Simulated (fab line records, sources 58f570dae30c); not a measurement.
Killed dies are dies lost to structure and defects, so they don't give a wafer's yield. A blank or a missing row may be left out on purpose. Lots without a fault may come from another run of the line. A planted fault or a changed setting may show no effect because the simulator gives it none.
Problem report in the 8D (eight disciplines) form, filled by code | flow berkeley_cmos170 | the parts of the form that need people (team, actions taken, sign-off) are left out

1. THE PROBLEM
NWELL_NITRIDE_THK at UCB170_NWELL_THK_MEAS_05 reads a mean of 242.7 nm on 3 wafers of 1 lot; wafers without a fault read 224.0 nm with a standard deviation of 2.3. That is +8.1 standard deviations from the usual mean.
First seen on wafer L334.2, day 4 17:16, on film_metro-03. The record holds 39 wafers of 13 lots with a number at this step. Rule for "out", or "out of limits": more than 4 standard deviations from the usual mean. The other wafers with a number count as sound.

2. WHAT IT IS AND WHAT IT IS NOT
question                    | is                     | is not
which readings at this step | NWELL_NITRIDE_THK      | -
which lots                  | L334                   | L321, L322, L323, L324, L325, L326, L327, L330, L332, L337, L338, L342
which wafers of those lots  | all that have a number | -
read on which gauges        | film_metro-03          | film_metro-01, film_metro-04
when                        | from day 4 17:16       | up to then (27 sound wafers); but 9 sound wafers of L337, L338, L342 came after

3. SUSPECTS, AND WHAT RULES EACH OUT
Counting: a tool at a process step up to the reading stays a suspect if it ran every lot that is out and no sound lot after the first of them.
- the gauge at UCB170_NWELL_THK_MEAS_05: kept. All the wafers that are out were read on film_metro-03, and no step on other tools shows them out.
- lpcvd-02 at UCB170_NWELL_CVD_04 (deposits Si3N4 from SiH2Cl2/NH3, target thk 224 nm, time 3360 s): kept. It ran the lot that is out, L334 (day 4 15:20), and no sound lot after that; its last sound lot up to then is L327 (day 3 11:44).
Left after counting: lpcvd-02 at UCB170_NWELL_CVD_04, film_metro-03 at UCB170_NWELL_THK_MEAS_05.

4. THE CAUSE (what the simulator had put in)
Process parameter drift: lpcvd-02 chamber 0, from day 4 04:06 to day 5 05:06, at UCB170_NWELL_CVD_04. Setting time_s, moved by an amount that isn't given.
Counting left 2 suspects, and this tool is among them.

5. THE CHAIN OF EFFECTS, in route order
Each row: a reading whose mean over the struck wafers that have a number lies more than 3 standard deviations from the usual. Only readings for which the record gives a usual standard deviation are gone through. hours: the time from each lot's start at the first step in this table that gives one to its start at this step, as a median over the lots. sigmas: the change in usual standard deviations.
hours | step                     | reading           | usual    | on struck wafers | change | sigmas
0     | UCB170_NWELL_THK_MEAS_05 | NWELL_NITRIDE_THK | 224.0 nm | 242.7            | +18.7  | +8.1
Later measuring or inspecting steps at which every struck wafer that the step has a row for has a number for every such reading, and none has moved that far: UCB170_M2_CD_MEAS_90, UCB170_M3_RS_MEAS_02.

6. WHAT WOULD HAVE CAUGHT IT SOONER
In this record the first reading out of limits at a measuring or inspecting step was taken at day 4 17:16, 13 hours after the fault began at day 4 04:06.
Of the tool readings at UCB170_NWELL_CVD_04 for which the record gives a usual standard deviation, none was out on any struck wafer, so an alarm limit of 4 standard deviations on them would not have fired.
All the lots that are out (1) had begun UCB170_NWELL_CVD_04 on lpcvd-02 by day 4 17:16. A hold on the tool at that time would have spared none of them.
